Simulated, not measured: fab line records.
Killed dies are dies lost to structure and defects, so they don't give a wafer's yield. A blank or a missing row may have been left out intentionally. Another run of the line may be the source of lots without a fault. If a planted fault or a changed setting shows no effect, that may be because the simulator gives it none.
The tool behind it: which one?	flow berkeley cmos170	at 1 step of a route of 331, 7 lots with 21 wafers sampled

## WHAT THE GAUGES READ, wafer by wafer
UCB170_GATE_CD_MEAS_12 targets a cd of 350 nm.
lot	measured	on	cd nm (nm)
L838	day 8 09:26	cd sem-02	349.6 350.6 349.6
L840	day 8 10:02	cd sem-02	350.3 351.6 351.1
L837	day 8 10:38	cd sem-02	348.1 349.1 347.4
L845	day 9 23:08	cd sem-02	350.5 350.3 349.5
L851	day 11 09:05	cd sem-02	349.8 348.7 350.1
L853	day 11 09:20	cd sem-02	348.6 350.1 349.6
L855	day 11 09:56	cd sem-01	350.6 351.0 351.0

## WHAT TOOL EACH LOT RAN ON (gives the tool, then ch and the chambers of the sampled wafers, and finally the start)
Record: no process step prior to these readings.

## THE ANSWER, worked out from the rows above alone
Rule: usual is defined by the lots themselves. The widest of any qualifying gaps counts: lots, ordered by their means at a reading, are off when they make up no more than a third of the lots, leave a main group of 4 or more, and stand apart from it by 3 or more times the standard deviation of that group's means. Not used: any main group whose means are identical at the precision the tables above print for the reading. Also off: a lot with no number at a reading for which 4 or more lots have one. Any other lot the step has rows for is counted as sound.
Across all readings shown, no lot is off: no conclusion can be drawn from this.

## WHAT THE SIMULATOR PUT IN
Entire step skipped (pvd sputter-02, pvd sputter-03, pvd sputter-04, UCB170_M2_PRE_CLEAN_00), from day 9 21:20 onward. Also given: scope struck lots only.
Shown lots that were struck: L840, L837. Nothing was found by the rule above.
